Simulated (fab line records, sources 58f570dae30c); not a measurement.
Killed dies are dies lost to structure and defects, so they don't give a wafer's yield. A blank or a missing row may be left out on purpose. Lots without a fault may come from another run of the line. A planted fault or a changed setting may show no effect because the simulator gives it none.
One fault seen from 2 desks | flow berkeley_cmos170 | each desk has only its own numbers; what lay behind them comes last

THE METROLOGY DESK
What the gauges read, lot by lot, whatever tool the lot ran on: means of the sampled wafers that have a number. A lot is out of limits, marked OUT, if its mean lies more than 4 standard deviations from the usual mean; the brackets give that distance.
Columns: A = cd_nm at UCB170_CONTACT_CD_MEAS_90, usual 700.1 nm; B = cd_nm at UCB170_M2_CD_MEAS_15, usual 700.2 nm
lot  | first seen here | A     | B
L315 | day 7 08:47     | 699.0 | 700.3
L318 | day 7 21:34     | 699.5 | 700.4
L317 | day 7 21:47     | 700.9 | 701.0
L316 | day 7 23:42     | 699.1 | 698.8
L319 | day 8 04:22     | 701.2 | 700.9
L320 | day 8 04:50     | 700.0 | 701.1
L326 | day 9 07:37     | 700.0 | 702.3
L327 | day 9 16:34     | 700.5 | 700.9
L330 | day 10 14:59    | 701.0 | 699.9
L334 | day 10 22:55    | 700.0 | 701.2
L332 | day 10 23:00    | 698.2 | 700.7
L335 | day 11 12:52    | 698.0 | 698.7
L337 | day 11 21:40    | 701.5 | 699.3
L338 | day 12 03:29    | 700.4 | 697.0
This desk's finding: nothing out of limits on any of the 14 lots.

THE TOOL OWNER'S DESK: rie_diel-01
The tool's own readings at UCB170_V1_ETCH_14 (etches SiO2 in CHF3/CF4/Ar, stops on Al, target depth 1250 nm, time 291 s): means of the sampled wafers that have a number, for each lot that ran on this tool. A lot is out of limits, marked OUT, if its mean lies more than 4 standard deviations from the usual mean; the brackets give that distance.
Columns: A = drypump_motor_current_A at UCB170_V1_ETCH_14, usual 5.5 A; B = oes_product_au at UCB170_V1_ETCH_14, usual 0.875 a.u.; C = run_length_s at UCB170_V1_ETCH_14, usual 319.4 s; D = throttle_valve_pct at UCB170_V1_ETCH_14, usual 6.93 %
lot  | first seen here | A   | B                | C                       | D
L318 | day 8 05:01     | 5.5 | 0.874            | 319.4                   | 7.01
L319 | day 8 14:22     | 5.7 | 0.869            | 319.5                   | 6.94
L326 | day 9 17:08     | 4.9 | 0.870            | 319.5                   | 6.95
L327 | day 10 04:25    | 5.5 | 0.997 (+8.1) OUT | 267.3 (-99 or more) OUT | 7.02
L330 | day 10 22:58    | 5.6 | 1.006 (+8.7) OUT | 267.5 (-99 or more) OUT | 6.99
This desk's finding: out of limits on L327, L330; first on L327, day 10 04:25 (oes_product_au at UCB170_V1_ETCH_14). In limits: L318, L319, L326.

PUT TOGETHER
The tool owner's desk could have raised an alarm at day 10 04:25, on L327, L330.
The metrology desk saw nothing out of limits.
The metrology desk has L327, L330 on record, within its limits.
Of the lots named, all ran UCB170_V1_ETCH_14 on rie_diel-01.

WHAT THE SIMULATOR HAD PUT IN
Process parameter drift: rie_diel-01, from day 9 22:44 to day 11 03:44, at UCB170_V1_ETCH_14. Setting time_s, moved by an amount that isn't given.
Lots struck among those shown: L327, L330.
Hours from the fault's start to each desk's first reading out of limits: the tool owner's desk, 6.
